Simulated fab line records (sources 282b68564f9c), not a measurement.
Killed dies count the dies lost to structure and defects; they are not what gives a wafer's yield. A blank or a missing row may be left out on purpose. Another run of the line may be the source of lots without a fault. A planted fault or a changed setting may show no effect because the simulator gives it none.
Which of the tools did it? / flow rit cmos / 7 lots with 21 wafers sampled at 2 steps, on a route of 202 steps

WHAT THE GAUGES READ, wafer by wafer
RIT_WELLDRIVE_RS_MEAS_01: measures by four-point-probe.
lot=L422; measured=day 2 17:15; on=film metro-03; NWELL_RS (ohm/sq)=274.6 275.0 275.1
lot=L424; measured=day 2 23:12; on=film metro-02; NWELL_RS (ohm/sq)=276.6 276.3 276.6
lot=L426; measured=day 3 06:35; on=film metro-03; NWELL_RS (ohm/sq)=275.1 276.6 276.2
lot=L429; measured=day 3 20:48; on=film metro-03; NWELL_RS (ohm/sq)=275.6 275.0 275.5
lot=L431; measured=day 4 10:35; on=film metro-01; NWELL_RS (ohm/sq)=273.1 273.6 273.4
lot=L433; measured=day 4 21:18; on=film metro-03; NWELL_RS (ohm/sq)=275.4 275.0 274.7
lot=L441; measured=day 6 09:10; on=film metro-03; NWELL_RS (ohm/sq)=259.2 258.6 258.8

WHAT TOOL EACH LOT RAN ON (gives the tool, then ch and the chambers of the sampled wafers, and finally the start)
lot=L422; RIT_NWELL_IMPLANT_08=implanter-02 ch 0, day 2 09:45
lot=L424; RIT_NWELL_IMPLANT_08=implanter-03 ch 0, day 2 14:41
lot=L426; RIT_NWELL_IMPLANT_08=implanter-03 ch 0, day 2 23:26
lot=L429; RIT_NWELL_IMPLANT_08=implanter-01 ch 0, day 3 13:28
lot=L431; RIT_NWELL_IMPLANT_08=implanter-02 ch 0, day 4 01:17
lot=L433; RIT_NWELL_IMPLANT_08=implanter-03 ch 0, day 4 14:10
lot=L441; RIT_NWELL_IMPLANT_08=implanter-02 ch 0, day 6 01:25
- RIT_NWELL_IMPLANT_08

THE ANSWER, worked out from the rows above alone
Rule: the lots themselves supply what counts as usual. The widest of any qualifying gaps counts: lots, ordered by their means at a reading, are off when they make up no more than a third of the lots, leave a main group of 4 or more, and stand apart from it by 3 or more times the standard deviation of that group's means. A main group whose means are all the same, to the digits that the tables above print for the reading, isn't used. A lot without any number at a reading at which 4 lots or more have one is off too. All remaining lots with rows at the step are treated as sound.
Off: at RIT_WELLDRIVE_RS_MEAS_01 (NWELL_RS), L441. The main group: mean 275.2 ohm/sq, standard deviation 0.98.
If a tool, at a process step before that reading, ran all the lots that are off and no sound lot after the first of them, it fits. Gauges at RIT_WELLDRIVE_RS_MEAS_01: tried the same way as those tools. 2 tools fit, implanter-02 at RIT_NWELL_IMPLANT_08 and film metro-03 at RIT_WELLDRIVE_RS_MEAS_01, so this cannot tell which one it is.

WHAT THE SIMULATOR PUT IN
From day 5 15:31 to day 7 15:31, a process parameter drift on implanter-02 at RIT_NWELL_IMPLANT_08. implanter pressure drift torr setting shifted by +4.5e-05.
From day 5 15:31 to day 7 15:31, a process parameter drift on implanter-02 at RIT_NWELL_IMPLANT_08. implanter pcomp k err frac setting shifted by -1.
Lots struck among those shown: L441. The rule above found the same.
